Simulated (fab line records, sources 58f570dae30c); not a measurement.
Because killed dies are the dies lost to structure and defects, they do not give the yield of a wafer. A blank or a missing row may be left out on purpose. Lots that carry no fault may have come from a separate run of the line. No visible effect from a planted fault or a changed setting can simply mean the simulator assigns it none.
fab line records	flow berkeley-cmos170
record lots=5	wafers=15	last-day=11
route steps=331 shown M2@291 V2@292 M3@309
lots that met no fault: from a run of the same line without faults
start-h: hours from the record's opening day to when the first of the lot's shown wafers began	wait-h: time in hours since the lot's previous step	" unchanged from the row above	L1.1+2: a row that stands for several wafers	- value missing, or start not given	* or withheld: withheld	< > ~ a bound
route shown NAME@n: NAME is a module with steps in the file, n the number in the route of the first one	usual: average and standard deviation across the fault-free wafers	same: alike in all rows	chamber/n: place in a boat	sites: each site's reading	_std_site: how widely they spread, as a standard deviation	_edge_site: the outer-site mean with the inner-site mean subtracted	radius-mm: for every site, how far away it sits from the centre of the wafer	mask NAME#n: copy n	behind: tool/chamber where the wafer was last shaped	hold: the reason the lot was held/the length of the hold in hours/how it ended	device: the n, p or np transistor that did not switch	end of line: tests of these same wafers at the route's end	a step without rows: its recipe alone	killed: dies that structure and defects cost at the first sort, which is not the same as the wafer's yield	map: per-die view of a wafer (x killed, . not killed, _ where there is no die)
set.NAME: the setting the step ran with; set.NAME@STEP: the setting that earlier step ran with	model.NAME: the simulator's own value behind a step, which no gauge read
certain route steps with their lots: each step a table, each wafer a row
services: from which hour (start-h, from the record's first day; less than 0 if before it) a tool's chamber was out of use, for how many hours, and why
## steps
# step UCB170_M2_CD_MEAS_90
# recipe target-cd-nm=700
# usual cd-nm=703/5.3
lot.wafer	tool	chamber	start-h	wait-h	cd-nm
L074.1	cd-sem-02	-	203.07	0.1	694
L074.2	"	-	"	"	701
L074.5	"	-	"	"	698
L075.4	cd-sem-02	-	203.89	0.1	703
L075.5	"	-	"	"	701
L075.6	"	-	"	"	706
L089.3	cd-sem-01	-	250.87	0.1	709
L089.4	"	-	"	"	715
L089.6	"	-	"	"	710
L087.1	cd-sem-01	-	252.46	0.1	701
L087.3	"	-	"	"	703
L087.5	"	-	"	"	694
L086.2	cd-sem-02	-	253.84	0.1	711
L086.3	"	-	"	"	709
L086.5	"	-	"	"	705
# step UCB170_V2_CVD_00
# recipe material=SiO2	target-thk-nm=2000	temp-c=390	precursor=TEOS/O2	time-s=250	rf-w=550	pressure-mtorr=9000
# usual heater-power-w=280/58	pressure-mtorr=9001/18
lot.wafer	tool	chamber	start-h	wait-h	heater-power-w	pressure-mtorr
L074.1	pecvd-01	1	203.19	0.1	373	9018
L074.2	"	2	"	"	304	9022
L074.5	"	0	"	"	204	8988
L075.4	pecvd-03	0	204.03	0.1	295	9028
L075.5	"	1	"	"	318	9016
L075.6	"	2	"	"	338	8993
L089.3	pecvd-02	1	250.95	0.1	295	8996
L089.4	"	2	"	"	163	9009
L089.6	"	1	"	"	237	8968
L087.1	pecvd-03	0	252.58	0.1	305	9022
L087.3	"	2	"	"	332	9026
L087.5	"	2	"	"	246	8991
L086.2	pecvd-03	0	253.94	0.1	251	8973
L086.3	"	1	"	"	352	8976
L086.5	"	2	"	"	337	9020
# step UCB170_V2_THK_MEAS_01
# recipe reads=SiO2_of_V2_CVD_00
# usual V2_TEOS_THK=1999/26
lot.wafer	tool	chamber	start-h	wait-h	V2_TEOS_THK[nm]
L074.1	film-metro-03	-	203.35	0.1	1981
L074.2	"	-	"	"	1983
L074.5	"	-	"	"	2047
L075.4	film-metro-01	-	204.14	0.0	2034
L075.5	"	-	"	"	2018
L075.6	"	-	"	"	1996
L089.3	film-metro-03	-	251.13	0.1	1965
L089.4	"	-	"	"	2016
L089.6	"	-	"	"	2005
L087.1	film-metro-01	-	252.74	0.1	2027
L087.3	"	-	"	"	1998
L087.5	"	-	"	"	2009
L086.2	film-metro-01	-	254.11	0.1	2014
L086.3	"	-	"	"	1978
L086.5	"	-	"	"	1980
# step UCB170_V2_CMP_02
# recipe material=SiO2	down-force-psi=6	platen-rpm=60	pad-velocity-m-s=0.75398
# usual motor-current-A=15.4/1.6	retaining-ring-pressure-frac=1.000/0.0052
lot.wafer	tool	chamber	start-h	wait-h	motor-current-A	retaining-ring-pressure-frac
L074.1	cmp-02	0	203.46	0.1	18.9	1.005
L074.2	"	2	"	"	14.0	0.997
L074.5	"	0	"	"	17.7	1.002
L075.4	cmp-02	1	204.27	0.1	14.8	1.006
L075.6	"	3	"	"	16.0	1.003
L075.5	"	0	"	"	18.3	1.000
L089.3	cmp-01	3	251.17	0.0	13.9	1.001
L089.4	"	2	"	"	16.4	1.003
L089.6	"	3	"	"	13.3	1.000
L087.3	cmp-01	3	252.90	0.1	13.4	1.009
L087.1	"	0	"	"	13.7	1.002
L087.5	"	2	"	"	16.2	1.014
L086.2	cmp-01	3	254.16	0.0	13.6	0.996
L086.3	"	2	"	"	16.2	0.997
L086.5	"	3	"	"	13.8	0.992
# step UCB170_V2_BOW_MEAS_03
# recipe mode=bow
# usual V2_BOW=36/7.2
lot.wafer	tool	chamber	start-h	wait-h	V2_BOW[um]
L074.1	film-metro-01	-	203.71	0.2	44
L074.2	"	-	"	"	47
L074.5	"	-	"	"	28
L075.4	film-metro-01	-	204.53	0.2	39
L075.5	"	-	"	"	39
L075.6	"	-	"	"	26
L089.3	film-metro-01	-	251.51	0.3	41
L089.4	"	-	"	"	30
L089.6	"	-	"	"	37
L087.1	film-metro-04	-	253.10	0.1	36
L087.3	"	-	"	"	34
L087.5	"	-	"	"	35
L086.2	film-metro-03	-	254.48	0.3	24
L086.3	"	-	"	"	29
L086.5	"	-	"	"	20
# step UCB170_V2_THK_MEAS_04
# recipe reads=SiO2_of_V2_CVD_00
# usual V2_POLISHED_THK=999.0/1.6
lot.wafer	tool	chamber	start-h	wait-h	V2_POLISHED_THK[nm]
L074.1	film-metro-01	-	203.83	0.1	1001.3
L074.2	"	-	"	"	999.3
L074.5	"	-	"	"	999.9
L075.4	film-metro-01	-	204.62	0.1	999.9
L075.5	"	-	"	"	1001.0
L075.6	"	-	"	"	998.2
L089.3	film-metro-01	-	251.61	0.1	997.9
L089.4	"	-	"	"	997.2
L089.6	"	-	"	"	998.6
L087.1	film-metro-04	-	253.22	0.1	997.2
L087.3	"	-	"	"	998.0
L087.5	"	-	"	"	999.0
L086.2	film-metro-03	-	254.59	0.1	1000.4
L086.3	"	-	"	"	998.2
L086.5	"	-	"	"	998.1
# step UCB170_V2_CLEAN_05
# recipe chemistry=DIW
lot.wafer	tool	chamber	start-h	wait-h
L074.1+2+5	wet-bench-01	1	203.89	0.1
L075.4+5+6	wet-bench-04	2	204.70	0.1
L089.3+4+6	wet-bench-01	0	251.65	0.0
L087.1+3+5	wet-bench-04	2	253.28	0.1
L086.2+3+5	wet-bench-01	2	254.64	0.0
# step UCB170_V2_HMDS_06
# recipe prime-time-s=60	prime-temp-c=100
# same prime-time-s=60
lot.wafer	tool	chamber	start-h	wait-h
L074.1+2+5	litho-track-04	0	204.49	0.4
L075.4+5+6	litho-track-02	0	205.19	0.3
L089.3+4+6	litho-track-02	0	252.27	0.4
L087.1+3+5	litho-track-04	0	253.45	0.0
L086.2+3+5	litho-track-04	0	254.85	0.0
# step UCB170_V2_COAT_07
# recipe resist=KrF	spin-rpm=1500	resist-thk-nm=900
lot.wafer	tool	chamber	start-h	wait-h
L074.1+2+5	litho-track-04	0	204.64	0.1
L075.4+5+6	litho-track-02	0	205.34	0.1
L089.3+4+6	litho-track-02	0	252.42	0.1
L087.1+3+5	litho-track-04	0	253.60	0.1
L086.2+3+5	litho-track-04	0	255.00	0.1
# step UCB170_V2_SOFTBAKE_08
# recipe resist=KrF	temp-c=130	time-s=60
lot.wafer	tool	chamber	start-h	wait-h
L074.1+2+5	litho-track-04	0	204.79	0.1
L075.4+5+6	litho-track-02	0	205.49	0.1
L089.3+4+6	litho-track-02	0	252.57	0.1
L087.1+3+5	litho-track-04	0	253.75	0.1
L086.2+3+5	litho-track-04	0	255.15	0.1
# step UCB170_V2_EXPOSE_09
# recipe mask-id=VIA2	target-cd-nm=700	na=0.5	sigma-outer=0.6	source-shape=conventional	dose-mj=37
lot.wafer	tool	chamber	start-h	wait-h	mask
L074.1+2+5	krf-scanner-02	0	205.06	0.2	VIA2#0
L075.4+5+6	krf-scanner-02	0	205.81	0.3	VIA2#0
L089.3+4+6	krf-scanner-01	0	252.83	0.2	VIA2#0
L087.1+3+5	krf-scanner-01	0	253.90	0.1	VIA2#0
L086.2+3+5	krf-scanner-01	0	255.42	0.2	VIA2#0
# step UCB170_V2_PEB_10
# recipe peb-temp-c=130	peb-time-s=withheld	resist=KrF
lot.wafer	tool	chamber	start-h	wait-h
L074.1+2+5	litho-track-01	0	205.28	0.2
L075.4+5+6	litho-track-02	0	206.09	0.3
L089.3+4+6	litho-track-02	0	252.99	0.1
L087.1+3+5	litho-track-04	0	254.02	0.1
L086.2+3+5	litho-track-04	0	255.55	0.1
# step UCB170_V2_DEVELOP_11
# recipe developer=TMAH	develop-time-s=45	resist=KrF	dev-temp-c=21
lot.wafer	tool	chamber	start-h	wait-h
L074.1+2+5	litho-track-01	0	-	-
L075.4+5+6	litho-track-02	0	-	-
L089.3+4+6	litho-track-02	0	-	-
L087.1+3+5	litho-track-04	0	-	-
L086.2+3+5	litho-track-04	0	-	-
# step UCB170_V2_CD_MEAS_12
# recipe target-cd-nm=700
# usual cd-nm=699.8/1.5
lot.wafer	tool	chamber	start-h	wait-h	cd-nm
L074.1	cd-sem-01	-	205.55	-	699.1
L074.2	"	-	"	"	699.5
L074.5	"	-	"	"	699.8
L075.4	cd-sem-02	-	206.35	-	702.3
L075.5	"	-	"	"	700.2
L075.6	"	-	"	"	700.3
L089.3	cd-sem-02	-	253.26	-	702.0
L089.4	"	-	"	"	700.6
L089.6	"	-	"	"	700.2
L087.1	cd-sem-02	-	254.29	-	698.8
L087.3	"	-	"	"	700.4
L087.5	"	-	"	"	700.5
L086.2	cd-sem-02	-	255.82	-	699.1
L086.3	"	-	"	"	698.6
L086.5	"	-	"	"	699.0
# step UCB170_V2_OVL_MEAS_13
# usual V2_OVL=-2/6.6
lot.wafer	tool	chamber	start-h	wait-h	V2_OVL[nm]
L074.1	overlay-01	-	205.67	0.1	11
L074.2	"	-	"	"	-5
L074.5	"	-	"	"	-4
L075.4	overlay-01	-	206.43	0.1	-1
L075.5	"	-	"	"	-10
L075.6	"	-	"	"	-4
L089.3	overlay-02	-	253.35	0.1	-3
L089.4	"	-	"	"	-6
L089.6	"	-	"	"	-3
L087.1	overlay-02	-	254.41	0.1	-2
L087.3	"	-	"	"	-7
L087.5	"	-	"	"	-3
L086.2	overlay-02	-	255.92	0.1	0
L086.3	"	-	"	"	-5
L086.5	"	-	"	"	1
# step UCB170_V2_ETCH_14
# recipe chemistry=CHF3/CF4/Ar	target=SiO2	stop-on=Al	CHF3_flow_sccm=45	cf4-flow-sccm=15	Ar_flow_sccm=150	pressure-mtorr=200	rf-w=700	target-depth-a=12500	over-etch-frac=0.25	time-s=291
# usual drypump-motor-current-A=5.8/0.49	oes-product-au=0.874/0.01	throttle-valve-pct=6.96/0.098
lot.wafer	tool	chamber	start-h	wait-h	drypump-motor-current-A	oes-product-au	rf-hours-counter-h	throttle-valve-pct
L074.1	rie-diel-04	3	205.71	0.0	5.6	0.864	45	6.81
L074.2	"	1	"	"	6.4	0.866	118	7.09
L074.5	"	1	"	"	6.3	0.867	-	7.10
L075.4	rie-diel-03	0	206.45	0.0	5.9	0.868	122	6.84
L075.5	"	0	"	"	5.9	0.871	-	6.85
L075.6	"	3	"	"	5.5	0.876	-	6.89
L089.3	rie-diel-04	2	253.38	0.0	5.7	0.885	122	6.96
L089.4	"	3	"	"	5.6	0.854	49	6.84
L089.6	"	2	"	"	5.7	0.882	-	6.96
L087.1	rie-diel-03	3	254.45	0.0	5.6	0.881	123	6.89
L087.3	"	0	"	"	5.9	0.858	125	6.83
L087.5	"	1	"	"	6.5	0.879	-	6.89
L086.2	rie-diel-03	0	255.95	0.0	5.9	0.860	125	6.85
L086.3	"	3	"	"	5.6	0.877	123	6.91
L086.5	"	3	"	"	5.6	0.878	-	6.89
# step UCB170_V2_STRIP_15
# recipe chemistry=O2	power-w=400	pressure-mtorr=3500	platen-temp-c=withheld	o2-flow-sccm=400	overash-fraction=0.5
# usual drypump-motor-current-A=5.9/0.33	oes-product-au=0.722/0.0045	strip-time-to-endpoint-s=15.39/0.13
lot.wafer	tool	chamber	start-h	wait-h	drypump-motor-current-A	oes-product-au	rf-hours-counter-h	strip-time-to-endpoint-s
L074.1	plasma-asher-04	0	205.89	0.1	6.4	0.723	46	15.40
L074.2	"	1	"	"	6.0	0.726	46	15.36
L074.5	"	0	"	"	6.3	0.726	-	15.42
L075.4	plasma-asher-04	0	206.66	0.1	6.3	0.718	-	15.10
L075.5	"	0	"	"	6.4	0.722	-	15.10
L075.6	"	1	"	"	5.9	0.720	-	15.39
L089.3	plasma-asher-04	1	253.59	0.1	5.9	0.726	-	15.59
L089.4	"	0	"	"	6.3	0.720	-	15.36
L089.6	"	0	"	"	6.3	0.723	-	15.52
L087.1	plasma-asher-02	0	254.63	0.1	5.8	0.721	48	15.34
L087.3	"	0	"	"	5.8	0.719	-	15.17
L087.5	"	1	"	"	5.3	0.722	-	15.35
L086.2	plasma-asher-04	1	256.13	0.1	6.0	0.720	52	15.17
L086.3	"	1	"	"	5.9	0.712	-	15.30
L086.5	"	1	"	"	6.0	0.723	-	15.36
# step UCB170_V2_CD_MEAS_90
# recipe target-cd-nm=700
# usual cd-nm=699.4/1.6
lot.wafer	tool	chamber	start-h	wait-h	cd-nm
L074.1	cd-sem-01	-	205.99	0.1	698.9
L074.2	"	-	"	"	698.9
L074.5	"	-	"	"	699.4
L075.4	cd-sem-02	-	206.78	0.1	702.5
L075.5	"	-	"	"	700.7
L075.6	"	-	"	"	699.7
L089.3	cd-sem-01	-	253.69	0.1	699.8
L089.4	"	-	"	"	700.4
L089.6	"	-	"	"	698.6
L087.1	cd-sem-02	-	254.73	0.1	697.8
L087.3	"	-	"	"	700.9
L087.5	"	-	"	"	699.4
L086.2	cd-sem-01	-	256.25	0.1	698.3
L086.3	"	-	"	"	697.9
L086.5	"	-	"	"	698.2
# step UCB170_M3_PRE_CLEAN_00
# recipe gas=Ar	preclean-etch-time-s=60
lot.wafer	tool	chamber	start-h	wait-h
L074.1+2+5	pvd-sputter-04	-	206.11	0.1
L075.4+5+6	pvd-sputter-02	-	206.84	0.0
L089.3+4+6	pvd-sputter-01	-	253.77	0.1
L087.1+3+5	pvd-sputter-04	-	254.85	0.1
L086.2+3+5	pvd-sputter-01	-	256.35	0.1
# step UCB170_M3_SPUTTER_01
# recipe material=Al	target-thk-nm=900	time-s=120	power-w=6000	chamber-pressure-pa=0.5
# usual throttle-valve-pct=30.1/1.2
lot.wafer	tool	chamber	start-h	wait-h	throttle-valve-pct
L074.1	pvd-sputter-04	-	206.18	0.0	29.3
L074.2	"	-	"	"	29.7
L074.5	"	-	"	"	30.5
L075.4	pvd-sputter-02	-	206.91	0.0	29.8
L075.5	"	-	"	"	28.2
L075.6	"	-	"	"	30.0
L089.3	pvd-sputter-01	-	253.84	0.0	29.6
L089.4	"	-	"	"	31.1
L089.6	"	-	"	"	31.2
L087.1	pvd-sputter-04	-	254.91	0.0	29.9
L087.3	"	-	"	"	30.6
L087.5	"	-	"	"	29.5
L086.2	pvd-sputter-01	-	256.42	0.0	32.4
L086.3	"	-	"	"	29.6
L086.5	"	-	"	"	32.0
# step UCB170_M3_RS_MEAS_02
# recipe thk-meas-gauge=four-point-probe	reads=Al_of_M3_SPUTTER_01
# usual M3_AL_RS=0.0321/0.00053
lot.wafer	tool	chamber	start-h	wait-h	M3_AL_RS[ohm/sq]
L074.1	film-metro-03	-	206.26	0.0	0.0318
L074.2	"	-	"	"	0.0321
L074.5	"	-	"	"	0.0316
L075.4	film-metro-02	-	207.05	0.1	0.0320
L075.5	"	-	"	"	0.0326
L075.6	"	-	"	"	0.0317
L089.3	film-metro-03	-	253.96	0.1	0.0322
L089.4	"	-	"	"	0.0317
L089.6	"	-	"	"	0.0328
L087.1	film-metro-02	-	255.04	0.1	0.0317
L087.3	"	-	"	"	0.0314
L087.5	"	-	"	"	0.0318
L086.2	film-metro-03	-	256.52	0.1	0.0325
L086.3	"	-	"	"	0.0320
L086.5	"	-	"	"	0.0324
# step UCB170_M3_THK_MEAS_03
# recipe thk-meas-gauge=xrf	reads=Al_of_M3_SPUTTER_01
# usual M3_AL_THK=911/15
lot.wafer	tool	chamber	start-h	wait-h	M3_AL_THK[nm]
L074.1	film-metro-03	-	206.38	0.1	913
L074.2	"	-	"	"	904
L074.5	"	-	"	"	923
L075.4	film-metro-02	-	207.14	0.1	908
L075.5	"	-	"	"	894
L075.6	"	-	"	"	921
L089.3	film-metro-03	-	254.06	0.1	905
L089.4	"	-	"	"	919
L089.6	"	-	"	"	890
L087.1	film-metro-02	-	255.16	0.1	922
L087.3	"	-	"	"	930
L087.5	"	-	"	"	920
L086.2	film-metro-03	-	256.63	0.1	901
L086.3	"	-	"	"	913
L086.5	"	-	"	"	900
# step UCB170_M3_HMDS_04
# recipe prime-time-s=60	prime-temp-c=100
# same prime-time-s=60
lot.wafer	tool	chamber	start-h	wait-h
L074.1+2+5	litho-track-02	0	206.44	0.1
L075.4+5+6	litho-track-03	0	207.25	0.1
L089.3+4+6	litho-track-03	0	254.60	0.5
L087.1+3+5	litho-track-02	0	255.47	0.3
L086.2+3+5	litho-track-01	0	256.71	0.1
# step UCB170_M3_COAT_05
# recipe resist=KrF	spin-rpm=1500	resist-thk-nm=888.1
lot.wafer	tool	chamber	start-h	wait-h
L074.1+2+5	litho-track-02	0	206.59	0.1
L075.4+5+6	litho-track-03	0	207.40	0.1
L089.3+4+6	litho-track-03	0	254.75	0.1
L087.1+3+5	litho-track-02	0	255.62	0.1
L086.2+3+5	litho-track-01	0	256.86	0.1
# step UCB170_M3_SOFTBAKE_06
# recipe resist=KrF	temp-c=130	time-s=60
lot.wafer	tool	chamber	start-h	wait-h
L074.1+2+5	litho-track-02	0	206.74	0.1
L075.4+5+6	litho-track-03	0	207.55	0.1
L089.3+4+6	litho-track-03	0	254.90	0.1
L087.1+3+5	litho-track-02	0	255.77	0.1
L086.2+3+5	litho-track-01	0	257.01	0.1
# step UCB170_M3_STRIP_07
# recipe chemistry=O2	power-w=400	pressure-mtorr=3500	platen-temp-c=withheld	o2-flow-sccm=400	overash-fraction=0.5
# usual drypump-motor-current-A=5.65/0.22	oes-product-au=0.734/0.0051	strip-time-to-endpoint-s=21.70/0.066
lot.wafer	tool	chamber	start-h	wait-h	drypump-motor-current-A	oes-product-au	rf-hours-counter-h	strip-time-to-endpoint-s
L074.1	plasma-asher-03	1	206.89	0.1	5.54	0.737	50	21.59
L074.2	"	0	"	"	5.78	0.733	50	21.63
L074.5	"	0	"	"	5.78	0.736	-	21.58
L075.4	plasma-asher-03	0	207.66	0.1	5.79	0.731	-	21.73
L075.5	"	1	"	"	5.53	0.734	-	21.69
L075.6	"	0	"	"	5.79	0.739	-	21.70
L089.3	plasma-asher-01	0	255.03	0.1	5.97	0.738	-	21.70
L089.4	"	1	"	"	5.54	0.743	-	21.72
L089.6	"	0	"	"	5.97	0.743	-	21.67
L087.1	plasma-asher-03	1	255.92	0.1	5.55	0.732	56	21.83
L087.3	"	0	"	"	5.81	0.740	-	21.80
L087.5	"	1	"	"	5.58	0.736	-	21.79
L086.2	plasma-asher-03	1	257.13	0.1	5.55	0.731	56	21.71
L086.3	"	1	"	"	5.56	0.731	-	21.64
L086.5	"	0	"	"	5.81	0.735	-	21.77
# step UCB170_M3_STRIP_08
# recipe chemistry=DMSO	temp-c=80	time-s=600	material=KrF
lot.wafer	tool	chamber	start-h	wait-h
L074.1+2+5	wet-bench-01	0	207.02	0.1
L075.4+5+6	wet-bench-03	3	208.81	1.1
L089.3+4+6	wet-bench-01	1	255.10	0.0
L087.1+3+5	wet-bench-01	1	256.02	0.1
L086.2+3+5	wet-bench-01	3	257.23	0.1
# step UCB170_M3_COAT_09
# recipe resist=BARC	temp-c=withheld	time-s=withheld	spin-rpm=3000	resist-thk-nm=withheld
lot.wafer	tool	chamber	start-h	wait-h
L074.1+2+5	litho-track-01	0	207.44	0.2
L075.4+5+6	litho-track-03	0	209.06	0.1
L089.3+4+6	litho-track-01	0	255.60	0.3
L087.1+3+5	litho-track-03	0	256.21	0.0
L086.2+3+5	litho-track-01	0	257.61	0.2
# step UCB170_M3_COAT_10
# recipe resist=KrF	spin-rpm=1500	resist-thk-nm=900
lot.wafer	tool	chamber	start-h	wait-h
L074.1+2+5	litho-track-01	0	-	-
L075.4+5+6	litho-track-03	0	-	-
L089.3+4+6	litho-track-01	0	-	-
L087.1+3+5	litho-track-03	0	-	-
L086.2+3+5	litho-track-01	0	-	-
# step UCB170_M3_SOFTBAKE_11
# recipe resist=KrF	temp-c=130	time-s=60
lot.wafer	tool	chamber	start-h	wait-h
L074.1+2+5	litho-track-01	0	-	-
L075.4+5+6	litho-track-03	0	-	-
L089.3+4+6	litho-track-01	0	-	-
L087.1+3+5	litho-track-03	0	-	-
L086.2+3+5	litho-track-01	0	-	-
# step UCB170_M3_EXPOSE_12
# recipe mask-id=METAL3	target-cd-nm=700	na=0.5	sigma-outer=0.6	source-shape=conventional	dose-mj=26
lot.wafer	tool	chamber	start-h	wait-h	mask
L074.1+2+5	krf-scanner-02	0	207.89	-	METAL3#0
L075.4+5+6	krf-scanner-01	0	209.73	-	METAL3#0
L089.3+4+6	krf-scanner-01	0	256.16	-	METAL3#0
L087.1+3+5	krf-scanner-02	0	256.79	-	METAL3#0
L086.2+3+5	krf-scanner-01	0	258.18	-	METAL3#0
# step UCB170_M3_PEB_13
# recipe peb-temp-c=130	peb-time-s=withheld	resist=KrF
lot.wafer	tool	chamber	start-h	wait-h
L074.1+2+5	litho-track-03	0	208.07	0.2
L075.4+5+6	litho-track-02	0	209.96	0.2
L089.3+4+6	litho-track-02	0	256.29	0.1
L087.1+3+5	litho-track-03	0	256.90	0.1
L086.2+3+5	litho-track-01	0	258.30	0.1
# step UCB170_M3_DEVELOP_14
# recipe developer=TMAH	develop-time-s=45	resist=KrF	dev-temp-c=21
lot.wafer	tool	chamber	start-h	wait-h
L074.1+2+5	litho-track-03	0	-	-
L075.4+5+6	litho-track-02	0	-	-
L089.3+4+6	litho-track-02	0	-	-
L087.1+3+5	litho-track-03	0	-	-
L086.2+3+5	litho-track-01	0	-	-
# step UCB170_M3_CD_MEAS_15
# recipe target-cd-nm=700
# usual cd-nm=700.4/1.4
lot.wafer	tool	chamber	start-h	wait-h	cd-nm
L074.1	cd-sem-02	-	208.35	-	700.3
L074.2	"	-	"	"	701.4
L074.5	"	-	"	"	700.5
L075.4	cd-sem-01	-	210.22	-	699.7
L075.5	"	-	"	"	699.0
L075.6	"	-	"	"	700.1
L089.3	cd-sem-02	-	256.55	-	699.8
L089.4	"	-	"	"	699.2
L089.6	"	-	"	"	700.8
L087.1	cd-sem-02	-	257.18	-	699.9
L087.3	"	-	"	"	700.9
L087.5	"	-	"	"	702.1
L086.2	cd-sem-02	-	258.57	-	698.0
L086.3	"	-	"	"	698.3
L086.5	"	-	"	"	698.1
# step UCB170_M3_OVL_MEAS_16
# usual M3_OVL=3/5
lot.wafer	tool	chamber	start-h	wait-h	M3_OVL[nm]
L074.1	overlay-01	-	208.47	0.1	11
L074.2	"	-	"	"	17
L074.5	"	-	"	"	3
L075.4	overlay-02	-	210.30	0.1	1
L075.5	"	-	"	"	6
L075.6	"	-	"	"	7
L089.3	overlay-01	-	256.65	0.1	-1
L089.4	"	-	"	"	-1
L089.6	"	-	"	"	1
L087.1	overlay-02	-	257.30	0.1	4
L087.3	"	-	"	"	4
L087.5	"	-	"	"	3
L086.2	overlay-01	-	258.67	0.1	-3
L086.3	"	-	"	"	3
L086.5	"	-	"	"	1
# step UCB170_M3_ETCH_17
# recipe chemistry=N2/H2	target-depth-a=withheld	overetch-a=withheld	target=BARC	time-s=withheld	source-w=500	bias-w=100	pressure-mtorr=30	n2-flow-sccm=100	h2-flow-sccm=200
# usual drypump-motor-current-A=5.7/0.49	h2-flow-sccm=200.0/0.55	oes-product-au=1.002/0.023	throttle-valve-pct=13.27/0.14
lot.wafer	tool	chamber	start-h	wait-h	drypump-motor-current-A	h2-flow-sccm	oes-product-au	throttle-valve-pct
L074.1	rie-diel-03	3	208.50	0.0	5.5	199.4	0.997	13.26
L074.2	"	1	"	"	6.5	199.5	1.000	13.31
L074.5	"	1	"	"	6.5	199.0	0.993	13.29
L075.4	rie-diel-04	2	210.33	0.0	5.7	199.4	0.964	13.34
L075.5	"	1	"	"	6.4	199.6	0.992	13.40
L075.6	"	3	"	"	5.7	200.1	1.001	13.14
L089.3	rie-diel-01	1	256.67	0.0	5.6	199.5	1.019	13.08
L089.4	"	3	"	"	4.8	200.3	0.994	13.51
L089.6	"	0	"	"	5.7	199.3	0.976	13.04
L087.1	rie-diel-03	2	257.34	0.0	6.3	199.4	1.044	13.25
L087.3	"	1	"	"	6.5	200.6	1.011	13.32
L087.5	"	3	"	"	5.6	199.5	1.009	13.28
L086.2	rie-diel-03	1	258.70	0.0	6.5	200.1	1.010	13.32
L086.3	"	3	"	"	5.5	200.2	1.015	13.27
L086.5	"	3	"	"	5.6	199.8	1.002	13.29
# step UCB170_M3_METAL_ETCH_18
# recipe chemistry=Cl2/BCl3	target=Al	stop-on=SiO2	pressure-mtorr=12	target-depth-a=11700	over-etch-frac=0.3	time-s=200.2	icp-w=600	bias-w=120	Cl2_flow_sccm=90	bcl3-flow-sccm=45
# usual drypump-motor-current-A=5.8/0.43	oes-product-au=0.853/0.016	throttle-valve-pct=24.2/0.36
lot.wafer	tool	chamber	start-h	wait-h	drypump-motor-current-A	oes-product-au	rf-hours-counter-h	throttle-valve-pct
L074.1	rie-metal-04	1	208.55	-	5.6	0.841	2	24.0
L074.2	"	0	"	"	5.8	0.852	11	24.0
L074.5	"	1	"	"	5.6	0.838	-	24.1
L075.4	rie-metal-02	1	210.54	-	6.2	0.856	-	23.9
L075.5	"	1	"	"	6.2	0.839	-	23.9
L075.6	"	1	"	"	6.2	0.861	-	23.9
L089.3	rie-metal-04	0	256.78	-	5.8	0.841	-	24.0
L089.4	"	1	"	"	5.7	0.839	-	24.0
L089.6	"	0	"	"	5.8	0.836	-	24.0
L087.1	rie-metal-03	1	257.38	-	6.7	0.865	3	24.7
L087.3	"	1	"	"	6.7	0.867	-	24.7
L087.5	"	1	"	"	6.7	0.865	-	24.7
L086.2	rie-metal-04	1	258.75	-	5.6	0.824	5	24.0
L086.3	"	1	"	"	5.6	0.836	-	24.1
L086.5	"	0	"	"	5.8	0.843	-	24.0
# step UCB170_M3_STRIP_19
# recipe chemistry=O2	power-w=400	pressure-mtorr=3500	platen-temp-c=withheld	o2-flow-sccm=400	overash-fraction=0.5
# usual drypump-motor-current-A=5.68/0.22	oes-product-au=0.528/0.021
lot.wafer	tool	chamber	start-h	wait-h	drypump-motor-current-A	oes-product-au	rf-hours-counter-h
L074.1	plasma-asher-01	1	208.73	0.1	5.54	0.498	10
L074.2	"	0	"	"	5.97	0.512	10
L074.5	"	0	"	"	5.97	0.502	-
L075.4	plasma-asher-01	1	210.76	0.2	5.55	0.549	-
L075.5	"	1	"	"	5.54	0.548	-
L075.6	"	0	"	"	5.98	0.553	-
L089.3	plasma-asher-01	0	256.93	0.1	5.95	0.519	-
L089.4	"	1	"	"	5.53	0.510	-
L089.6	"	1	"	"	5.51	0.522	-
L087.1	plasma-asher-02	1	257.57	0.1	5.30	0.543	49
L087.3	"	0	"	"	5.78	0.530	-
L087.5	"	1	"	"	5.29	0.546	-
L086.2	plasma-asher-03	1	258.93	0.1	5.55	0.519	56
L086.3	"	0	"	"	5.83	0.518	-
L086.5	"	0	"	"	5.79	0.539	-
# step UCB170_M3_CD_MEAS_90
# recipe target-cd-nm=700
# usual cd-nm=701/4.7
lot.wafer	tool	chamber	start-h	wait-h	cd-nm
L074.1	cd-sem-01	-	208.83	0.1	693
L074.2	"	-	"	"	700
L074.5	"	-	"	"	693
L075.4	cd-sem-01	-	210.89	0.1	708
L075.5	"	-	"	"	703
L075.6	"	-	"	"	708
L089.3	cd-sem-01	-	257.04	0.1	696
L089.4	"	-	"	"	695
L089.6	"	-	"	"	698
L087.1	cd-sem-02	-	257.67	0.1	706
L087.3	"	-	"	"	707
L087.5	"	-	"	"	706
L086.2	cd-sem-02	-	259.05	0.1	694
L086.3	"	-	"	"	693
L086.5	"	-	"	"	696
# step UCB170_M3_BOW_MEAS_20
# recipe mode=bow
# usual M3_BOW=34/7.2
lot.wafer	tool	chamber	start-h	wait-h	M3_BOW[um]
L074.1	film-metro-04	-	208.95	0.1	43
L074.2	"	-	"	"	48
L074.5	"	-	"	"	26
L075.4	film-metro-02	-	211.01	0.1	39
L075.5	"	-	"	"	36
L075.6	"	-	"	"	25
L089.3	film-metro-02	-	257.16	0.1	40
L089.4	"	-	"	"	27
L089.6	"	-	"	"	36
L087.1	film-metro-02	-	257.79	0.1	33
L087.3	"	-	"	"	32
L087.5	"	-	"	"	32
L086.2	film-metro-03	-	259.17	0.1	23
L086.3	"	-	"	"	27
L086.5	"	-	"	"	19
## services
tool	chamber	start-h	hours	kind
rie-diel-01	2	183.14	1.9	repair
pvd-sputter-04	-	197.34	3.8	repair
rie-diel-03	0	198.74	2.9	repair
cmp-01	-	203.06	0.9	repair
rie-diel-04	0	205.69	-	clean
pecvd-02	-	206.01	1.1	repair
rie-metal-04	-	213.88	2.8	pm
rie-diel-04	2	222.04	20.2	repair
pvd-sputter-01	-	225.86	8.8	repair
rie-diel-03	3	231.73	1.2	repair
cmp-01	-	232.17	4.0	pm
cmp-02	-	232.58	2.6	repair
rie-diel-04	3	234.74	3.1	repair
cmp-02	-	238.06	0.5	repair
krf-scanner-02	-	238.67	1.3	pm
cmp-01	-	241.84	1.6	repair
pecvd-01	-	242.50	14.0	pm
krf-scanner-01	-	242.85	1.0	pm
cmp-02	-	244.53	0.3	repair
cmp-02	-	250.49	4.9	pm
rie-diel-01	2	252.43	13.5	repair
pecvd-02	2	252.61	16.7	repair
rie-metal-03	-	253.27	1.3	repair
plasma-asher-04	-	258.23	6.5	repair
## key
fault none
